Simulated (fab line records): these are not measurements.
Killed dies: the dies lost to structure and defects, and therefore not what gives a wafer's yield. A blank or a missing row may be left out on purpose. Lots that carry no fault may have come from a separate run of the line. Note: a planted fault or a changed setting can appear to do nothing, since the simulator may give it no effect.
Which tool did it?    flow berkeley-cmos170    7 lots, 21 wafers sampled, at 2 steps of a route of 331

WHAT THE GAUGES SHOWED, per wafer
UCB170_V2_THK_MEAS_04.
lot   measured      on             V2_POLISHED_THK (nm)
L471  day 7 23:18   film-metro-01  999.9 1000.2 999.9
L474  day 7 23:25   film-metro-04  1000.2 999.5 998.0
L477  day 9 01:50   film-metro-02  1000.0 1000.5 998.4
L481  day 9 18:47   film-metro-01  1000.0 1000.8 999.8
L492  day 11 13:15  film-metro-01  999.7 999.4 1001.2
L491  day 11 12:31  film-metro-04  999.5 998.7 998.5
L494  day 12 23:43  film-metro-01  999.3 998.6 999.4

TOOL THAT RAN EACH LOT (tool first, then ch and the chambers of the sampled wafers, then the start)
lot   UCB170_GATE_CLEAN_17
L471  wet-bench-04 ch 1, day 6 16:43
L474  wet-bench-04 ch 3, day 6 16:54
L477  wet-bench-04 ch 3, day 7 13:13
L481  wet-bench-04 ch 3, day 8 02:19
L492  wet-bench-03 ch 1, day 9 22:00
L491  wet-bench-03 ch 0, day 9 22:35
L494  wet-bench-03 ch 3, day 11 09:13
- UCB170_GATE_CLEAN_17: cleans in SPM, time 600 s.

THE ANSWER, worked out from the rows above alone
Rule: the usual values come from the lots themselves. Put in order of their means at a reading, lots are off if they are a third of the lots or fewer, leave a main group of 4 or more, and stand apart from it by a gap of 3 or more times the standard deviation of the main group's means; of several such gaps the widest counts. A main group whose means are all the same, to the digits that the tables above print for the reading, isn't used. A lot without any number at a reading at which 4 lots or more have one is off too. Any other lot the step has rows for is counted as sound.
Nothing can be told from this: no lot is off at any reading shown.

WHAT THE SIMULATOR PUT IN
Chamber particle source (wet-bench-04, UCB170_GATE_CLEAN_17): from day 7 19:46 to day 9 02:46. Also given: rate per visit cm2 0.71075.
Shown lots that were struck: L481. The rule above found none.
